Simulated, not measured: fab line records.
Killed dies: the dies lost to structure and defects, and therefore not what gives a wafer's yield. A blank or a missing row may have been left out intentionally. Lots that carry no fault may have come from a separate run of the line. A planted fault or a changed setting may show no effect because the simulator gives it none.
fab line records	flow rit_cmos
record lots=7	wafers=21	last_day=6
route steps=202 shown PWELL@49 WELLDRIVE@50 NWELL@51 NRETRO@53 PRETRO@64 M1@202
lots that met no fault: taken from a fault-free run of the same line
start_h: hours from the record's first day to the start of the lot's first wafer shown	wait_h: hours since the lot's step before	" as in the row above	L1.1+2: a single row standing in for several wafers	- no value, or no start given	* or withheld: withheld	< > ~ a bound
route shown NAME@n: NAME is a module with steps in the file, n the number in the route of the first one	usual: mean/standard deviation taken from wafers without a fault	same: alike in all rows	chamber/n: place in a boat	sites: the reading at each site	_std_site: the standard deviation of these	_edge_site: mean of outer sites minus mean of inner sites	radius_mm: how far each site lies from the wafer's centre	mask NAME#n: copy n	behind: the last tool/chamber to shape the wafer	hold: reason for holding the lot/hours on hold/outcome of the hold	device: which transistor (n, p or np) failed to switch	end of line: tests run on the same wafers once the route is complete	step lacking rows: just its recipe	killed: count of dies lost to structure and defects at first sort (not the wafer's yield)	map: shows each die of a wafer: x if killed, . if not, _ if none is there
set.NAME: the setting as run; set.NAME@STEP: as run at that earlier step	model.NAME: the simulator's own value behind a step, which no gauge read
a table for each step, a row for each wafer; lots at some steps of the route
services: the hour from which a tool's chamber was out of use, counted from the record's first day as start_h (under 0 if before that day), plus the number of hours and why
## steps
# step RIT_PWELL_TW_MEAS_10
# usual PWELL_TW=947/12
lot.wafer	tool	chamber	start_h	wait_h	PWELL_TW
L289.1	film_metro-03	-	47.66	0.1	951
L289.2	"	-	"	"	949
L289.6	"	-	"	"	957
L296.3	film_metro-04	-	90.52	0.1	966
L296.4	"	-	"	"	963
L296.5	"	-	"	"	966
L297.1	film_metro-03	-	94.96	0.1	946
L297.3	"	-	"	"	949
L297.6	"	-	"	"	946
L299.1	film_metro-01	-	102.60	0.1	933
L299.4	"	-	"	"	926
L299.5	"	-	"	"	932
L301.1	film_metro-04	-	108.66	0.1	962
L301.5	"	-	"	"	959
L301.6	"	-	"	"	954
L302.1	film_metro-04	-	114.23	0.1	957
L302.3	"	-	"	"	959
L302.5	"	-	"	"	960
L303.3	film_metro-01	-	117.76	0.1	928
L303.5	"	-	"	"	931
L303.6	"	-	"	"	929
# step RIT_WELLDRIVE_ANNEAL_00
# recipe temp_c=1100	time_s=14700	ambient=N2
# step RIT_WELLDRIVE_RS_MEAS_01
# recipe thk_meas_gauge=four-point-probe
# usual NWELL_RS=274.9/0.76
lot.wafer	tool	chamber	start_h	wait_h	NWELL_RS[ohm/sq]
L289.1	film_metro-01	-	52.81	0.0	275.9
L289.2	"	-	"	"	276.6
L289.6	"	-	"	"	275.0
L296.3	film_metro-04	-	96.40	0.0	274.7
L296.4	"	-	"	"	273.6
L296.5	"	-	"	"	274.5
L297.1	film_metro-01	-	100.10	0.0	274.5
L297.3	"	-	"	"	273.8
L297.6	"	-	"	"	275.2
L299.1	film_metro-03	-	107.74	0.0	275.3
L299.4	"	-	"	"	275.0
L299.5	"	-	"	"	275.4
L301.1	film_metro-03	-	114.94	0.0	275.1
L301.5	"	-	"	"	274.2
L301.6	"	-	"	"	273.9
L302.1	film_metro-04	-	120.02	0.0	274.8
L302.3	"	-	"	"	274.8
L302.5	"	-	"	"	275.1
L303.3	film_metro-01	-	122.92	0.0	275.1
L303.5	"	-	"	"	275.3
L303.6	"	-	"	"	274.7
# step RIT_WELLDRIVE_RS_MEAS_02
# recipe thk_meas_gauge=four-point-probe
# usual PWELL_RS=429.1/1.4
lot.wafer	tool	chamber	start_h	wait_h	PWELL_RS[ohm/sq]
L289.1	film_metro-01	-	52.93	0.1	429.4
L289.2	"	-	"	"	429.1
L289.6	"	-	"	"	428.9
L296.3	film_metro-04	-	96.52	0.1	428.3
L296.4	"	-	"	"	428.5
L296.5	"	-	"	"	426.9
L297.1	film_metro-01	-	100.22	0.1	429.4
L297.3	"	-	"	"	431.5
L297.6	"	-	"	"	430.1
L299.1	film_metro-03	-	107.86	0.1	430.4
L299.4	"	-	"	"	430.1
L299.5	"	-	"	"	431.1
L301.1	film_metro-03	-	115.06	0.1	429.0
L301.5	"	-	"	"	429.0
L301.6	"	-	"	"	430.0
L302.1	film_metro-04	-	120.14	0.1	430.6
L302.3	"	-	"	"	428.0
L302.5	"	-	"	"	426.8
L303.3	film_metro-01	-	123.04	0.1	431.1
L303.5	"	-	"	"	430.1
L303.6	"	-	"	"	430.0
# step RIT_NRETRO_HMDS_00
# recipe prime_time_s=60	prime_temp_c=140
# step RIT_NRETRO_COAT_01
# recipe resist=NOVOLAK	spin_rpm=2000	resist_thk_nm=1300
# step RIT_NRETRO_SOFTBAKE_02
# recipe resist=NOVOLAK	temp_c=90	time_s=60
# step RIT_NRETRO_EXPOSE_03
# recipe mask_id=M4	na=0.57	target_cd_nm=43900	dose_mj=250
# step RIT_NRETRO_PEB_04
# recipe resist=NOVOLAK	temp_c=withheld	time_s=withheld
# step RIT_NRETRO_DEVELOP_05
# recipe resist=NOVOLAK	develop_time_s=68	dev_temp_c=23
# step RIT_NRETRO_OVL_MEAS_06
# usual NRETRO_OVL=-0.3/1.4
lot.wafer	tool	chamber	start_h	wait_h	NRETRO_OVL[nm]
L289.1	overlay-01	-	53.94	-	1.0
L289.2	"	-	"	"	1.8
L289.6	"	-	"	"	2.1
L296.3	overlay-02	-	97.61	-	0.1
L296.4	"	-	"	"	-0.2
L296.5	"	-	"	"	0.9
L297.1	overlay-02	-	101.27	-	-1.2
L297.3	"	-	"	"	-0.9
L297.6	"	-	"	"	-1.4
L299.1	overlay-01	-	108.93	-	2.2
L299.4	"	-	"	"	1.2
L299.5	"	-	"	"	1.8
L301.1	overlay-01	-	116.18	-	-0.2
L301.5	"	-	"	"	-0.6
L301.6	"	-	"	"	1.7
L302.1	overlay-02	-	121.14	-	-1.9
L302.3	"	-	"	"	-1.2
L302.5	"	-	"	"	-0.9
L303.3	overlay-02	-	124.15	-	-1.1
L303.5	"	-	"	"	1.4
L303.6	"	-	"	"	-1.6
# step RIT_NRETRO_HARDBAKE_07
# recipe resist=NOVOLAK	temp_c=140	time_s=120
# step RIT_NRETRO_IMPLANT_08
# recipe species=P	energy_kev=70	dose_cm2=1e+13	tilt_deg=7
# usual dose_ions_cm2=9.996e+12/1.2e+10	faraday_current_uA=31.7/0.64
lot.wafer	tool	chamber	start_h	wait_h	dose_ions_cm2	faraday_current_uA
L289.1	implanter-02	0	54.23	0.2	9.994e+12	32.4
L289.2	"	0	"	"	9.993e+12	31.4
L289.6	"	0	"	"	9.999e+12	32.2
L296.3	implanter-01	0	97.94	0.2	1.0008e+13	31.4
L296.4	"	0	"	"	9.999e+12	31.7
L296.5	"	0	"	"	9.993e+12	31.5
L297.1	implanter-01	0	101.56	0.2	8.319e+12	27.2
L297.3	"	0	"	"	8.273e+12	25.6
L297.6	"	0	"	"	8.3e+12	26.5
L299.1	implanter-03	0	109.21	0.2	9.994e+12	31.6
L299.4	"	0	"	"	9.998e+12	32.1
L299.5	"	0	"	"	9.997e+12	31.5
L301.1	implanter-01	0	116.52	0.2	8.287e+12	26.4
L301.5	"	0	"	"	8.306e+12	26.4
L301.6	"	0	"	"	8.316e+12	26.8
L302.1	implanter-01	0	121.43	0.2	8.306e+12	26.2
L302.3	"	0	"	"	8.296e+12	26.8
L302.5	"	0	"	"	8.293e+12	26.9
L303.3	implanter-02	0	124.47	0.2	9.997e+12	32.2
L303.5	"	0	"	"	1.0004e+13	31.6
L303.6	"	0	"	"	1e+13	32.0
# step RIT_NRETRO_STRIP_09
# recipe chemistry=O2	time_s=180	resist=NOVOLAK	platen_temp_c=withheld	power_w=500	pressure_mtorr=4000	o2_flow_sccm=4000
# usual drypump_motor_current_A=5.4/0.33
lot.wafer	tool	chamber	start_h	wait_h	drypump_motor_current_A	rf_hours_counter_h
L289.1	plasma_asher-04	0	54.38	0.1	5.9	41
L289.2	"	1	"	"	5.3	41
L289.6	"	1	"	"	5.2	-
L296.3	plasma_asher-03	1	98.10	0.1	5.0	-
L296.4	"	0	"	"	5.9	-
L296.5	"	1	"	"	5.0	-
L297.1	plasma_asher-03	0	101.71	0.1	5.9	45
L297.3	"	0	"	"	6.0	-
L297.6	"	1	"	"	5.0	-
L299.1	plasma_asher-02	0	109.36	0.1	5.4	32
L299.4	"	1	"	"	5.4	-
L299.5	"	1	"	"	5.4	-
L301.1	plasma_asher-02	1	116.67	0.1	5.4	33
L301.5	"	0	"	"	5.3	-
L301.6	"	1	"	"	5.4	-
L302.1	plasma_asher-02	1	121.58	0.1	5.4	34
L302.3	"	1	"	"	5.4	-
L302.5	"	1	"	"	5.4	-
L303.3	plasma_asher-02	1	124.63	0.1	5.5	-
L303.5	"	0	"	"	5.4	-
L303.6	"	1	"	"	5.4	-
# step RIT_NRETRO_TW_MEAS_10
# usual NRETRO_TW=1040/14
lot.wafer	tool	chamber	start_h	wait_h	NRETRO_TW
L289.1	film_metro-02	-	54.55	0.1	1042
L289.2	"	-	"	"	1040
L289.6	"	-	"	"	1040
L296.3	film_metro-01	-	98.23	0.1	1024
L296.4	"	-	"	"	1021
L296.5	"	-	"	"	1023
L297.1	film_metro-01	-	101.88	0.1	968
L297.3	"	-	"	"	967
L297.6	"	-	"	"	974
L299.1	film_metro-04	-	109.54	0.1	1058
L299.4	"	-	"	"	1059
L299.5	"	-	"	"	1063
L301.1	film_metro-04	-	116.84	0.1	1001
L301.5	"	-	"	"	996
L301.6	"	-	"	"	998
L302.1	film_metro-01	-	121.75	0.1	961
L302.3	"	-	"	"	963
L302.5	"	-	"	"	959
L303.3	film_metro-02	-	124.77	0.1	1048
L303.5	"	-	"	"	1041
L303.6	"	-	"	"	1050
# step RIT_PRETRO_HMDS_00
# recipe prime_time_s=60	prime_temp_c=140
# step RIT_M1_PROBE_99
# usual killed_at_contacts=0.1/0.31	killed_at_front_end=6.8/2.7	killed_dies=6.9/2.7	killed_open=3.3/1.8	killed_short=3.5/1.8
# same gross_dies=264	killed_at_M0_to_M3=0	killed_at_M4_up=0	killed_at_back_side=0	killed_at_other=0
lot.wafer	tool	chamber	start_h	wait_h	killed_at_contacts	killed_at_front_end	killed_dies	killed_open	killed_short	model.etest.pmos_narrow.drive_ua_um	model.etest.pmos_0p3.drive_ua_um	model.etest.well_edge_right.line_ohm_um	model.etest.well_edge_left.line_ohm_um	model.etest.pmos_0p15.off_log10_a_um	model.etest.retro_edge_pmos.off_log10_a_um	model.etest.pmos_narrow.off_log10_a_um	model.etest.pmos_0p3.off_log10_a_um
L289.1	prober-02	-	86.43	0.1	0	7	7	1	6	97	96.7	186.2	182.7	-10.62	-10.5	-12.81	-13.03
L289.2	prober-02	-	86.48	0.1	0	10	10	5	5	98.69	99.11	185.5	179.9	-10.65	-10.46	-12.78	-12.89
L289.6	prober-02	-	86.68	0.2	0	9	9	3	6	96.68	97.58	182.6	184.4	-10.62	-10.46	-12.78	-12.95
L296.3	prober-02	-	127.08	0.2	0	8	8	5	3	105.7	103.6	182.3	182.1	-10.55	-10.34	-12.69	-12.75
L296.4	prober-02	-	127.13	0.2	0	5	5	4	1	106.7	104.9	180.3	183.8	-10.46	-10.38	-12.64	-12.71
L296.5	prober-02	-	127.18	0.2	0	4	4	2	2	105.8	103.4	184.6	182.2	-10.71	-10.57	-12.57	-12.77
L297.1	prober-01	-	131.68	0.1	0	11	11	4	7	109.8	107.5	186.4	184.5	-9.658	-9.667	-12.47	-12.59
L297.3	prober-01	-	131.78	0.2	0	9	9	2	4	106.9	106.8	185.6	185.6	-10.06	-9.926	-12.74	-12.62
L297.6	prober-01	-	131.93	0.2	0	9	9	6	3	112.8	111.2	185.6	185.6	-9.588	-9.513	-12.46	-12.7
L299.1	prober-01	-	137.10	0.1	0	7	7	5	2	109.5	106.6	180.4	181.2	-9.652	-9.527	-12.5	-12.73
L299.4	prober-01	-	137.25	0.2	1	6	7	3	4	107.8	105.7	180.4	182.9	-9.903	-9.78	-12.67	-12.87
L299.5	prober-01	-	137.30	0.2	0	10	10	5	5	106.3	103.4	181.6	184.1	-9.685	-9.559	-12.78	-12.83
L301.1	prober-01	-	143.44	0.1	0	5	5	4	1	104.7	103.3	185.8	188.6	-10.03	-9.946	-12.53	-12.66
L301.5	prober-01	-	143.64	0.2	0	9	9	6	3	102.8	100.5	185.3	184.4	-10.01	-9.825	-12.69	-12.79
L301.6	prober-01	-	143.69	0.2	0	8	8	2	6	103.6	102.8	184.7	184.7	-10.41	-10.34	-12.47	-12.71
L302.1	prober-02	-	148.24	0.1	0	5	5	2	3	107.7	106.8	187.7	185.3	-10.19	-10.14	-12.43	-12.69
L302.3	prober-02	-	148.34	0.2	1	3	4	3	1	106.9	105.3	188.5	183.4	-10.23	-10.24	-12.46	-12.45
L302.5	prober-02	-	148.44	0.2	1	9	10	5	4	106	105.7	185.3	189.8	-9.873	-9.559	-12.67	-12.71
L303.3	prober-01	-	152.16	0.2	0	13	13	7	6	104.2	104.3	178	183.3	-10.46	-10.38	-12.7	-12.79
L303.5	prober-01	-	152.26	0.2	0	4	4	1	3	107.6	105.1	181.2	180.3	-10.19	-10.01	-12.72	-12.65
L303.6	prober-01	-	152.31	0.2	0	3	3	0	3	107	105	181.5	181.4	-10.09	-9.796	-12.77	-12.8
# killed by level:class
L289.1 GATE:geometric_particle:short=3 ACTIVE:geometric_particle:short=1 SPACER:geometric_particle:open=1 SPACER:geometric_particle:short=1 SILICIDE:geometric_particle:short=1
L289.2 GATE:geometric_particle:open=4 GATE:geometric_particle:short=2 REOX:geometric_particle:short=2 FOX1:geometric_particle:open=1 FOX1:geometric_particle:short=1
L289.6 GATE:geometric_particle:short=4 FOX2:geometric_particle:short=2 REOX:geometric_particle:open=2 GATE:geometric_particle:open=1
L296.3 GATE:geometric_particle:open=3 GATE:geometric_particle:short=2 REOX:geometric_particle:open=1 SPACER:geometric_particle:open=1 SPACER:geometric_particle:short=1
L296.4 GATE:geometric_particle:open=2 FOX2:geometric_particle:open=1 SPACER:geometric_particle:open=1 SILICIDE:geometric_particle:short=1
L296.5 GATE:geometric_particle:open=2 REOX:geometric_particle:short=1 SILICIDE:geometric_particle:short=1
L297.1 GATE:geometric_particle:short=3 FOX1:geometric_particle:short=2 FOX2:geometric_particle:open=2 FOX2:geometric_particle:short=2 FOX1:geometric_particle:open=1 GATE:geometric_particle:open=1
L297.3 NWELL:coat_microbubble_printed=3 SILICIDE:geometric_particle:short=2 FOX2:geometric_particle:open=1 GATE:geometric_particle:open=1 GATE:geometric_particle:short=1 SPACER:geometric_particle:short=1
L297.6 GATE:geometric_particle:short=2 GATE:geometric_particle:open=2 FOX1:geometric_particle:open=1 FOX2:geometric_particle:open=1 REOX:geometric_particle:open=1 SPACER:geometric_particle:short=1 SILICIDE:geometric_particle:open=1
L299.1 GATE:geometric_particle:short=2 REOX:geometric_particle:open=2 SPACER:geometric_particle:open=2 GATE:geometric_particle:open=1
L299.4 GATE:geometric_particle:short=2 FOX1:geometric_particle:open=1 GATE:geometric_particle:open=1 REOX:geometric_particle:short=1 SPACER:geometric_particle:short=1 CONTACT:geometric_particle:open=1
L299.5 FOX1:geometric_particle:short=2 SPACER:geometric_particle:short=2 SPACER:geometric_particle:open=2 GATE:geometric_particle:open=1 GATE:geometric_particle:short=1 REOX:geometric_particle:open=1 SILICIDE:geometric_particle:open=1
L301.1 SILICIDE:geometric_particle:open=2 FOX2:geometric_particle:open=1 GATE:geometric_particle:short=1 GATE:geometric_particle:open=1
L301.5 REOX:geometric_particle:short=2 SILICIDE:geometric_particle:open=2 ACTIVE:geometric_particle:open=1 FOX2:geometric_particle:open=1 GATE:geometric_particle:open=1 REOX:geometric_particle:open=1 SILICIDE:geometric_particle:short=1
L301.6 GATE:geometric_particle:short=4 GATE:geometric_particle:open=2 REOX:geometric_particle:short=1 SPACER:geometric_particle:short=1
L302.1 FOX1:geometric_particle:open=2 REOX:geometric_particle:short=2 FOX1:geometric_particle:short=1
L302.3 FOX2:geometric_particle:open=1 GATE:geometric_particle:open=1 REOX:geometric_particle:short=1 CONTACT:geometric_particle:open=1
L302.5 GATE:geometric_particle:open=2 SPACER:geometric_particle:short=2 ACTIVE:geometric_particle:open=1 FOX1:geometric_particle:open=1 GATE:geometric_particle:short=1 REOX:geometric_particle:open=1 REOX:geometric_particle:short=1 CONTACT:coat_microbubble_printed=1
L303.3 SILICIDE:geometric_particle:open=3 GATE:geometric_particle:short=2 GATE:geometric_particle:open=2 REOX:geometric_particle:short=2 FOX1:geometric_particle:open=1 FOX1:geometric_particle:short=1 REOX:geometric_particle:open=1 SILICIDE:geometric_particle:short=1
L303.5 SILICIDE:geometric_particle:short=2 SPACER:geometric_particle:short=1 SILICIDE:geometric_particle:open=1
L303.6 GATE:geometric_particle:short=2 REOX:geometric_particle:short=1
## services
tool	chamber	start_h	hours	kind
implanter-03	-	32.62	2.5	repair
implanter-02	-	43.46	4.7	pm
plasma_asher-04	-	116.28	1.5	repair
implanter-03	-	116.40	1.4	repair
implanter-02	-	119.19	3.6	repair
## key
first_sign step=RIT_NRETRO_IMPLANT_08	reading=dose_ions_cm2	direction=down	sigmas=99+	usual=9.996e+12	struck=8.3e+12
effect step=RIT_NRETRO_IMPLANT_08	reading=faraday_current_uA	direction=down	sigmas=8.1	usual=31.7	struck=26.5
effect step=RIT_NRETRO_TW_MEAS_10	reading=NRETRO_TW	direction=down	sigmas=4.6	usual=1040	struck=976
model_effect step=RIT_M1_PROBE_99	value=etest.pmos_narrow.drive_ua_um	without=100.3	struck=106.8
met_at RIT_NRETRO_IMPLANT_08
struck_wafers L297.1,L297.3,L297.6,L301.1,L301.5,L301.6,L302.1,L302.3,L302.5
tester_left_out L297,L301,L302
onset_between 97.94 101.56
fault kind=process_parameter_drift	tool=implanter-01	chamber=-	onset_h=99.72	steps=RIT_NRETRO_IMPLANT_08	channel=dose_cm2	offset=-1.7e+12	shape=step	end_h=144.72	acts_in=these_recipes_only	stated=1e+13
# tester_left_out: of these lots the tester's yield and bins aren't shown, on N5 and GAA mostly nor the transistor test; their killed dies are dies lost to structure and defects alone, not to doping, threshold or leakage, so they don't give the yield
